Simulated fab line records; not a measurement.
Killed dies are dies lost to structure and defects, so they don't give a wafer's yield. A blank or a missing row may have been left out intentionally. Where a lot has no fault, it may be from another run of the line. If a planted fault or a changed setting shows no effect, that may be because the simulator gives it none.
What tool caused it? | flow berkeleyCmos170 | 14 lots with 42 wafers sampled at 4 steps, on a route of 331 steps

== WHAT THE GAUGES READ, wafer by wafer ==
UCB170_V2_OVL_MEAS_13.
lot  | measured     | on         | V2_OVL (nm)
L131 | day 8 13:07  | overlay-01 | 3 -4 4
L135 | day 9 18:25  | overlay-01 | -6 -7 5
L136 | day 9 18:53  | overlay-02 | 2 2 1
L139 | day 10 14:11 | overlay-02 | 5 4 4
L141 | day 11 01:13 | overlay-01 | -4 1 3
L147 | day 12 03:04 | overlay-02 | -1 0 2
L146 | day 12 02:35 | overlay-02 | -2 -2 -2
L144 | day 12 01:07 | overlay-02 | 0 -5 -7
L148 | day 12 13:05 | overlay-02 | -9 -1 -2
L149 | day 12 15:39 | overlay-01 | 0 5 8
L150 | day 12 14:46 | overlay-01 | -1 -5 -1
L151 | day 12 21:34 | overlay-02 | 3 9 7
L153 | day 12 19:08 | overlay-02 | 2 2 1
L152 | day 13 00:37 | overlay-01 | 1 3 -4

== WHAT TOOL EACH LOT RAN ON (gives the tool, then ch and the chambers of the sampled wafers, and finally the start) ==
lot  | UCB170_PWELL_CLEAN_18         | UCB170_M1_STRIP_13                  | UCB170_M2_STRIP_07
L131 | wetBench-04 ch 0, day 3 07:24 | plasmaAsher-01 ch 1, day 8 04:07    | plasmaAsher-01 ch 0,1, day 8 08:44
L135 | wetBench-04 ch 1, day 4 01:40 | plasmaAsher-03 ch 0,1, day 9 04:17  | plasmaAsher-01 ch 0,1, day 9 10:42
L136 | wetBench-04 ch 0, day 4 07:27 | plasmaAsher-01 ch 0,1, day 9 05:29  | plasmaAsher-03 ch 0,1, day 9 10:49
L139 | wetBench-02 ch 1, day 5 03:23 | plasmaAsher-03 ch 0,1, day 10 05:01 | plasmaAsher-01 ch 0,1, day 10 09:53
L141 | wetBench-02 ch 1, day 5 15:04 | plasmaAsher-04 ch 0,1, day 10 15:53 | plasmaAsher-03 ch 0,1, day 10 20:46
L147 | wetBench-04 ch 0, day 6 16:01 | plasmaAsher-01 ch 0,1, day 11 17:38 | plasmaAsher-01 ch 0,1, day 11 23:31
L146 | wetBench-02 ch 0, day 6 16:08 | plasmaAsher-04 ch 0,1, day 11 17:14 | plasmaAsher-01 ch 0,1, day 11 22:23
L144 | wetBench-02 ch 3, day 6 16:19 | plasmaAsher-03 ch 0,1, day 11 16:02 | plasmaAsher-01 ch 0,1, day 11 21:19
L148 | wetBench-04 ch 0, day 6 23:23 | plasmaAsher-04 ch 0,1, day 11 23:14 | plasmaAsher-03 ch 0, day 12 04:08
L149 | wetBench-04 ch 1, day 6 23:37 | plasmaAsher-04 ch 0,1, day 12 01:00 | plasmaAsher-01 ch 0,1, day 12 09:45
L150 | wetBench-04 ch 0, day 7 08:54 | plasmaAsher-03 ch 0,1, day 11 23:43 | plasmaAsher-01 ch 1, day 12 09:17
L151 | wetBench-04 ch 1, day 7 19:37 | plasmaAsher-03 ch 0,1, day 12 11:58 | plasmaAsher-03 ch 0,1, day 12 17:06
L153 | wetBench-04 ch 1, day 7 19:51 | plasmaAsher-04 ch 0,1, day 12 08:40 | plasmaAsher-03 ch 0, day 12 15:08
L152 | wetBench-03 ch 1, day 7 19:58 | plasmaAsher-04 ch 0,1, day 12 12:15 | plasmaAsher-03 ch 0,1, day 12 20:37
- UCB170_PWELL_CLEAN_18: cleans in SPM, time 600 s.
- UCB170_M1_STRIP_13: strips in O2.
- UCB170_M2_STRIP_07: strips in O2.

== WHAT THE TOOLS THEMSELVES READ (means of the sampled wafers that have a number; where no wafer has one, the mark that the record gives instead) ==
UCB170_M1_STRIP_13.
lot  | tool           | drypumpMotorCurrentA (A) | o2FlowSccm (sccm) | oesProductAu (a.u.)
L131 | plasmaAsher-01 | 6.0                      | 399.6             | 0.720
L135 | plasmaAsher-03 | 5.0                      | 399.7             | 0.724
L136 | plasmaAsher-01 | 6.0                      | 399.2             | 0.718
L139 | plasmaAsher-03 | 5.1                      | 400.0             | 0.716
L141 | plasmaAsher-04 | 6.1                      | 400.0             | 0.714
L147 | plasmaAsher-01 | 6.0                      | 398.7             | 0.721
L146 | plasmaAsher-04 | 5.9                      | 400.6             | 0.723
L144 | plasmaAsher-03 | 4.9                      | 399.3             | 0.721
L148 | plasmaAsher-04 | 5.9                      | 400.0             | 0.720
L149 | plasmaAsher-04 | 6.1                      | 398.6             | 0.722
L150 | plasmaAsher-03 | 5.1                      | 400.1             | 0.719
L151 | plasmaAsher-03 | 5.1                      | 398.8             | 0.722
L153 | plasmaAsher-04 | 5.9                      | 400.7             | 0.719
L152 | plasmaAsher-04 | 6.1                      | 399.4             | 0.723

UCB170_M2_STRIP_07.
lot  | tool           | drypumpMotorCurrentA (A) | o2FlowSccm (sccm) | oesProductAu (a.u.) | stripTimeToEndpointS (s)
L131 | plasmaAsher-01 | 6.0                      | 400.0             | 0.736               | 21.90
L135 | plasmaAsher-01 | 5.9                      | 400.3             | 0.735               | 22.06
L136 | plasmaAsher-03 | 4.9                      | 400.0             | 0.732               | 21.94
L139 | plasmaAsher-01 | 6.0                      | 400.4             | 0.738               | 21.97
L141 | plasmaAsher-03 | 5.0                      | 399.7             | 0.736               | 21.95
L147 | plasmaAsher-01 | 5.9                      | 400.1             | 0.734               | 21.92
L146 | plasmaAsher-01 | 5.9                      | 399.4             | 0.742               | 21.95
L144 | plasmaAsher-01 | 5.9                      | 400.3             | 0.736               | 22.00
L148 | plasmaAsher-03 | 4.8                      | 399.8             | 0.731               | 21.96
L149 | plasmaAsher-01 | 5.9                      | 399.5             | 0.736               | 22.08
L150 | plasmaAsher-01 | 6.0                      | 399.5             | 0.733               | 21.98
L151 | plasmaAsher-03 | 4.9                      | 399.4             | 0.738               | 21.99
L153 | plasmaAsher-03 | 4.8                      | 402.2             | 0.738               | 22.09
L152 | plasmaAsher-03 | 5.1                      | 401.2             | 0.734               | 22.00

== THE ANSWER, worked out from the rows above alone ==
Rule: the lots themselves supply what counts as usual. Put in order of their means at a reading, lots are off if they are a third of the lots or fewer, leave a main group of 4 or more, and stand apart from it by a gap of 3 or more times the standard deviation of the main group's means; of several such gaps the widest counts. If all means in a main group match to the digits the tables above print for the reading, that group is not used. A lot without any number at a reading at which 4 lots or more have one is off too. Where the step has rows for the other lots, those lots are counted as sound. The gauges are gone through in route order, then the tools' own readings, and for those a lot's mean is taken as printed above. The first step at which some lot is off is used, and at that step the reading that is off furthest; a lot without a number counts as furthest.
No lot is off on any of the readings shown, so nothing can be concluded from this.

== WHAT THE SIMULATOR PUT IN ==
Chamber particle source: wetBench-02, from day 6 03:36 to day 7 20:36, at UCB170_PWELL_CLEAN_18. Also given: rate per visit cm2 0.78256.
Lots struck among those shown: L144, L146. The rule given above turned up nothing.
